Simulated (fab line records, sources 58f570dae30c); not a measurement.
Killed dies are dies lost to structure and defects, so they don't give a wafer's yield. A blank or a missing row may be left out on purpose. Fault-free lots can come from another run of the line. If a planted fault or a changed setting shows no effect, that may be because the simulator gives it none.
A lot that was struck, set against a sound lot || flow berkeley_cmos170 || 14 out of 331 route steps
Sound: these wafers, L973.1, L973.4, L973.6. Wafers struck: L991.1, L991.4, L991.6. Last of all comes the cause.
For every step that has rows: the tool of each side, followed by ch and its chambers, followed by its first start. Under that, the readings that differ: sound wafers || struck wafers || difference of the means || sigmas: that difference in standard deviations of wafers without a fault.
alike: readings with means less than 2 such deviations apart, plus words and numbers identical on both sides. not compared: withheld readings, readings lacking a value on some wafer, bounds such as >300 that could conceal the same value, and numbers that have no deviation in the record and whose values overlap.
Wherever a step has rows on one side only, a row that says differs or no value, or a row with sigmas, the two part there. Numbers that have no deviation but don't overlap get no sigmas and don't part them. Lack of a reading on every wafer of one side parts them only where that side has two or more wafers.

first, 2 steps without rows for these wafers: UCB170_NWELL_PEB_10; UCB170_NWELL_DEVELOP_11 (develop time 45 s).
UCB170_NWELL_OVL_MEAS_12:
  sound on overlay-01, day 2 16:32; struck on overlay-01, day 6 09:01
  alike: NWELL_OVL
UCB170_NWELL_ETCH_13: etches Si3N4 in CH3F/Ar/O2, stops on SiO2, target depth 246.4 nm, time 154 s.
  sound on rie_diel-04 ch 1,2,3, day 2 16:34; struck on rie_diel-04 ch 0,1, day 6 09:04
  alike: drypump_motor_current_A, oes_product_au, rf_fwd_power_W, throttle_valve_pct
  not compared: rf_hours_counter_h
next, for these wafers, 1 step has no rows: UCB170_NWELL_IMPLANT_14.
UCB170_NWELL_STRIP_15: strips in O2.
  sound on plasma_asher-02 ch 0,1, day 2 16:49; struck on plasma_asher-01 ch 0,1, day 6 09:19
  alike: drypump_motor_current_A, o2_flow_sccm, oes_product_au, strip_time_to_endpoint_s
  not compared: rf_hours_counter_h
UCB170_NWELL_TW_MEAS_16:
  sound on film_metro-03, day 2 16:55; struck on film_metro-04, day 6 09:25
  alike: NWELL_TW
then, 5 steps without rows for these wafers: UCB170_NWELL_CLEAN_17 (cleans in SPM, time 600 s); UCB170_NWELL_WET_ETCH_18 (etches Si3N4 in H3PO4, time 14400 s); UCB170_NWELL_WET_ETCH_19 (etches SiO2 in BOE, time 22 s); UCB170_PWELL_CLEAN_00 (cleans in SPM, time 600 s); UCB170_PWELL_CLEAN_01 (cleans in dHF, time 60 s).
UCB170_PWELL_OXIDATION_02: target thk 26.4 nm, ox time 1260 s.
  sound on furnace-02 ch 0, day 2 23:14; struck on furnace-03, day 6 16:21
  no value came back on the struck wafers for ox_temp_c (C), ox_temp_c_max; on the sound wafers ox_temp_c (C) reads 999.8 1000.2 999.7
then, 1 step without rows for these wafers: UCB170_PWELL_ANNEAL_04 (time 900 s).

WHERE THEY PART
At UCB170_PWELL_OXIDATION_02 and nowhere else, as far as this record goes.

WHY: the cause the simulator had injected
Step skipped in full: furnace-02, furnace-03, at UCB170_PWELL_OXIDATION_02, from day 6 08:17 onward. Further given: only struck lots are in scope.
